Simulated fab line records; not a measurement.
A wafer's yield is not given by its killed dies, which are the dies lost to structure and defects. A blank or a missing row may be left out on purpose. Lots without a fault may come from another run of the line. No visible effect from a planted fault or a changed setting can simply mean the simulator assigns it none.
Which tool was responsible? || flow berkeleyCmos170 || 45 wafers from 15 lots sampled at 4 of the route's 331 steps

## WHAT EACH GAUGE READ, for each wafer
UCB170_SDANNEAL_RS_MEAS_02: measures by four-point-probe. Usual: PSD_RS gives 75.50 ohm/sq (standard deviation 0.29).
{"lot": "L223", "measured": "day 6 11:41", "on": "filmMetro-02", "PSD_RS (ohm/sq)": "75.24 75.06 74.93", "flag": ""}
{"lot": "L224", "measured": "day 7 00:34", "on": "filmMetro-02", "PSD_RS (ohm/sq)": "75.12 75.42 75.43", "flag": ""}
{"lot": "L225", "measured": "day 7 11:27", "on": "filmMetro-02", "PSD_RS (ohm/sq)": "75.85 75.75 75.51", "flag": ""}
{"lot": "L226", "measured": "day 8 00:56", "on": "filmMetro-03", "PSD_RS (ohm/sq)": "75.90 75.85 75.16", "flag": ""}
{"lot": "L227", "measured": "day 8 01:32", "on": "filmMetro-04", "PSD_RS (ohm/sq)": "75.33 75.10 75.04", "flag": ""}
{"lot": "L228", "measured": "day 8 02:04", "on": "filmMetro-04", "PSD_RS (ohm/sq)": "75.53 75.74 75.74", "flag": ""}
{"lot": "L229", "measured": "day 8 10:40", "on": "filmMetro-02", "PSD_RS (ohm/sq)": "75.66 75.76 75.71", "flag": ""}
{"lot": "L230", "measured": "day 8 10:54", "on": "filmMetro-03", "PSD_RS (ohm/sq)": "75.41 75.16 75.09", "flag": ""}
{"lot": "L233", "measured": "day 8 18:44", "on": "filmMetro-02", "PSD_RS (ohm/sq)": "75.59 75.37 75.57", "flag": ""}
{"lot": "L234", "measured": "day 9 11:17", "on": "filmMetro-03", "PSD_RS (ohm/sq)": "83.83 83.56 83.72", "flag": "OFF"}
{"lot": "L236", "measured": "day 9 22:15", "on": "filmMetro-04", "PSD_RS (ohm/sq)": "83.97 83.66 83.62", "flag": "OFF"}
{"lot": "L237", "measured": "day 9 22:34", "on": "filmMetro-03", "PSD_RS (ohm/sq)": "84.61 84.78 84.41", "flag": "OFF"}
{"lot": "L238", "measured": "day 9 22:44", "on": "filmMetro-04", "PSD_RS (ohm/sq)": "75.47 75.64 75.48", "flag": ""}
{"lot": "L240", "measured": "day 10 12:23", "on": "filmMetro-03", "PSD_RS (ohm/sq)": "74.97 75.11 75.41", "flag": ""}
{"lot": "L239", "measured": "day 10 15:22", "on": "filmMetro-03", "PSD_RS (ohm/sq)": "75.47 75.69 75.01", "flag": ""}

UCB170_SDANNEAL_RS_MEAS_03: measures by four-point-probe. Usual: NSD_RS gives 37.22 ohm/sq (standard deviation 0.085).
{"lot": "L223", "measured": "day 6 11:48", "on": "filmMetro-02", "NSD_RS (ohm/sq)": "37.29 37.27 37.23", "flag": ""}
{"lot": "L224", "measured": "day 7 00:41", "on": "filmMetro-02", "NSD_RS (ohm/sq)": "37.25 37.22 37.22", "flag": ""}
{"lot": "L225", "measured": "day 7 11:34", "on": "filmMetro-02", "NSD_RS (ohm/sq)": "37.19 37.10 37.10", "flag": ""}
{"lot": "L226", "measured": "day 8 01:04", "on": "filmMetro-03", "NSD_RS (ohm/sq)": "37.24 37.23 37.25", "flag": ""}
{"lot": "L227", "measured": "day 8 01:40", "on": "filmMetro-04", "NSD_RS (ohm/sq)": "37.26 37.21 37.33", "flag": ""}
{"lot": "L228", "measured": "day 8 02:11", "on": "filmMetro-04", "NSD_RS (ohm/sq)": "37.14 37.12 37.11", "flag": ""}
{"lot": "L229", "measured": "day 8 10:47", "on": "filmMetro-02", "NSD_RS (ohm/sq)": "37.30 37.35 37.26", "flag": ""}
{"lot": "L230", "measured": "day 8 11:01", "on": "filmMetro-03", "NSD_RS (ohm/sq)": "37.49 37.41 37.34", "flag": ""}
{"lot": "L233", "measured": "day 8 18:51", "on": "filmMetro-02", "NSD_RS (ohm/sq)": "37.13 37.18 37.25", "flag": ""}
{"lot": "L234", "measured": "day 9 11:24", "on": "filmMetro-03", "NSD_RS (ohm/sq)": "38.34 38.43 38.35", "flag": "OFF"}
{"lot": "L236", "measured": "day 9 22:22", "on": "filmMetro-04", "NSD_RS (ohm/sq)": "38.35 38.38 38.30", "flag": "OFF"}
{"lot": "L237", "measured": "day 9 22:41", "on": "filmMetro-03", "NSD_RS (ohm/sq)": "38.37 38.40 38.35", "flag": "OFF"}
{"lot": "L238", "measured": "day 9 22:51", "on": "filmMetro-04", "NSD_RS (ohm/sq)": "37.14 37.18 37.12", "flag": ""}
{"lot": "L240", "measured": "day 10 12:30", "on": "filmMetro-03", "NSD_RS (ohm/sq)": "37.16 37.22 37.25", "flag": ""}
{"lot": "L239", "measured": "day 10 15:29", "on": "filmMetro-03", "NSD_RS (ohm/sq)": "37.18 37.23 37.14", "flag": ""}

UCB170_SDANNEAL_RS_MEAS_04: measures by four-point-probe. Usual: PLDD_RS gives 1030.7 ohm/sq (standard deviation 2.2).
{"lot": "L223", "measured": "day 6 11:55", "on": "filmMetro-02", "PLDD_RS (ohm/sq)": "1029.4 1030.3 1030.1", "flag": ""}
{"lot": "L224", "measured": "day 7 00:48", "on": "filmMetro-02", "PLDD_RS (ohm/sq)": "1033.4 1031.4 1032.2", "flag": ""}
{"lot": "L225", "measured": "day 7 11:41", "on": "filmMetro-02", "PLDD_RS (ohm/sq)": "1032.1 1032.7 1033.6", "flag": ""}
{"lot": "L226", "measured": "day 8 01:11", "on": "filmMetro-03", "PLDD_RS (ohm/sq)": "1033.9 1031.9 1031.9", "flag": ""}
{"lot": "L227", "measured": "day 8 01:47", "on": "filmMetro-04", "PLDD_RS (ohm/sq)": "1027.8 1028.5 1031.4", "flag": ""}
{"lot": "L228", "measured": "day 8 02:19", "on": "filmMetro-04", "PLDD_RS (ohm/sq)": "1035.1 1031.9 1032.2", "flag": ""}
{"lot": "L229", "measured": "day 8 10:54", "on": "filmMetro-02", "PLDD_RS (ohm/sq)": "1027.3 1028.1 1026.2", "flag": ""}
{"lot": "L230", "measured": "day 8 11:08", "on": "filmMetro-03", "PLDD_RS (ohm/sq)": "1033.2 1035.4 1033.3", "flag": ""}
{"lot": "L233", "measured": "day 8 18:58", "on": "filmMetro-02", "PLDD_RS (ohm/sq)": "1026.8 1028.2 1031.2", "flag": ""}
{"lot": "L234", "measured": "day 9 11:31", "on": "filmMetro-03", "PLDD_RS (ohm/sq)": "1038.7 1038.1 1039.0", "flag": "OFF"}
{"lot": "L236", "measured": "day 9 22:29", "on": "filmMetro-04", "PLDD_RS (ohm/sq)": "1041.0 1042.9 1040.6", "flag": "OFF"}
{"lot": "L237", "measured": "day 9 22:49", "on": "filmMetro-03", "PLDD_RS (ohm/sq)": "1040.2 1041.8 1040.2", "flag": "OFF"}
{"lot": "L238", "measured": "day 9 22:58", "on": "filmMetro-04", "PLDD_RS (ohm/sq)": "1033.3 1034.2 1033.6", "flag": ""}
{"lot": "L240", "measured": "day 10 12:37", "on": "filmMetro-03", "PLDD_RS (ohm/sq)": "1030.2 1027.8 1028.1", "flag": ""}
{"lot": "L239", "measured": "day 10 15:36", "on": "filmMetro-03", "PLDD_RS (ohm/sq)": "1032.2 1032.7 1031.4", "flag": ""}

## TOOL THAT RAN EACH LOT (tool first, then ch and the chambers of the sampled wafers, then the start)
{"lot": "L223", "UCB170_SDANNEAL_RTA_01": "rtpAnneal-02 ch 0, day 6 11:38"}
{"lot": "L224", "UCB170_SDANNEAL_RTA_01": "rtpAnneal-01 ch 0, day 7 00:26"}
{"lot": "L225", "UCB170_SDANNEAL_RTA_01": "rtpAnneal-02 ch 0, day 7 11:22"}
{"lot": "L226", "UCB170_SDANNEAL_RTA_01": "rtpAnneal-01 ch 0, day 8 00:53"}
{"lot": "L227", "UCB170_SDANNEAL_RTA_01": "rtpAnneal-02 ch 0, day 8 01:28"}
{"lot": "L228", "UCB170_SDANNEAL_RTA_01": "rtpAnneal-02 ch 0, day 8 02:01"}
{"lot": "L229", "UCB170_SDANNEAL_RTA_01": "rtpAnneal-02 ch 0, day 8 10:36"}
{"lot": "L230", "UCB170_SDANNEAL_RTA_01": "rtpAnneal-01 ch 0, day 8 10:50"}
{"lot": "L233", "UCB170_SDANNEAL_RTA_01": "rtpAnneal-02 ch 0, day 8 18:41"}
{"lot": "L234", "UCB170_SDANNEAL_RTA_01": "rtpAnneal-01 ch 0, day 9 11:10"}
{"lot": "L236", "UCB170_SDANNEAL_RTA_01": "rtpAnneal-01 ch 0, day 9 22:11"}
{"lot": "L237", "UCB170_SDANNEAL_RTA_01": "rtpAnneal-01 ch 0, day 9 22:22"}
{"lot": "L238", "UCB170_SDANNEAL_RTA_01": "rtpAnneal-02 ch 0, day 9 22:22"}
{"lot": "L240", "UCB170_SDANNEAL_RTA_01": "rtpAnneal-02 ch 0, day 10 12:20"}
{"lot": "L239", "UCB170_SDANNEAL_RTA_01": "rtpAnneal-02 ch 0, day 10 15:17"}
- UCB170_SDANNEAL_RTA_01: time 5 s.

## AS READ BY THE TOOLS THEMSELVES (means over the sampled wafers that have a number; for cases with no such wafer, the mark the record gives instead)
UCB170_SDANNEAL_RTA_01. Usual: lampPowerPct 41.1 %, standard deviation 1.5; wafer_temp_C_max 1055.3, standard deviation 2.6.
{"lot": "L223", "tool": "rtpAnneal-02", "lampPowerPct (%)": 42.5, "wafer_temp_C_max": 1058.7, "flag": ""}
{"lot": "L224", "tool": "rtpAnneal-01", "lampPowerPct (%)": 39.5, "wafer_temp_C_max": 1053.1, "flag": ""}
{"lot": "L225", "tool": "rtpAnneal-02", "lampPowerPct (%)": 42.5, "wafer_temp_C_max": 1058.7, "flag": ""}
{"lot": "L226", "tool": "rtpAnneal-01", "lampPowerPct (%)": 39.5, "wafer_temp_C_max": 1052.3, "flag": ""}
{"lot": "L227", "tool": "rtpAnneal-02", "lampPowerPct (%)": 42.5, "wafer_temp_C_max": 1055.8, "flag": ""}
{"lot": "L228", "tool": "rtpAnneal-02", "lampPowerPct (%)": 42.5, "wafer_temp_C_max": 1057.5, "flag": ""}
{"lot": "L229", "tool": "rtpAnneal-02", "lampPowerPct (%)": 42.4, "wafer_temp_C_max": 1057.1, "flag": ""}
{"lot": "L230", "tool": "rtpAnneal-01", "lampPowerPct (%)": 39.4, "wafer_temp_C_max": 1052.9, "flag": ""}
{"lot": "L233", "tool": "rtpAnneal-02", "lampPowerPct (%)": 42.5, "wafer_temp_C_max": 1058.7, "flag": ""}
{"lot": "L234", "tool": "rtpAnneal-01", "lampPowerPct (%)": 37.8, "wafer_temp_C_max": 1052.3, "flag": ""}
{"lot": "L236", "tool": "rtpAnneal-01", "lampPowerPct (%)": 37.7, "wafer_temp_C_max": 1053.0, "flag": ""}
{"lot": "L237", "tool": "rtpAnneal-01", "lampPowerPct (%)": 37.7, "wafer_temp_C_max": 1053.1, "flag": ""}
{"lot": "L238", "tool": "rtpAnneal-02", "lampPowerPct (%)": 42.5, "wafer_temp_C_max": 1056.2, "flag": ""}
{"lot": "L240", "tool": "rtpAnneal-02", "lampPowerPct (%)": 42.5, "wafer_temp_C_max": 1057.3, "flag": ""}
{"lot": "L239", "tool": "rtpAnneal-02", "lampPowerPct (%)": 42.5, "wafer_temp_C_max": 1057.3, "flag": ""}

## THE ANSWER, worked out from the rows above alone
Rule: take the mean of a lot's wafers that have a number; if it is more than 3 standard deviations from the usual mean, the lot is off. Also off: a lot with no number at a reading for which 4 or more lots have one. The other lots that the step has rows for count as sound. Order of review: gauges by route order, followed by the tools' own readings, for which a lot's mean as printed above is used. At the first step where some lot is off, the reading lying furthest off is the one used; lots without a number count as furthest.
Off: at UCB170_SDANNEAL_RS_MEAS_02 (PSD_RS), L234, L236, L237.
A tool fits if, at a process step before that reading, it ran every lot that is off, and no sound lot after the first of them. Gauges at UCB170_SDANNEAL_RS_MEAS_02: tried the same way as those tools. One fits: rtpAnneal-01 at UCB170_SDANNEAL_RTA_01. Its last sound lot is L230 (day 8 10:50), its first lot that is off L234 (day 9 11:10): a fault that began between those two fits.

## WHAT HAD BEEN PUT IN BY THE SIMULATOR
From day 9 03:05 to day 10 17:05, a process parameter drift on rtpAnneal-01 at UCB170_SDANNEAL_RTA_01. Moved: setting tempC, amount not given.
Lots struck among those shown: L234, L236, L237. The rule given above showed the same thing.
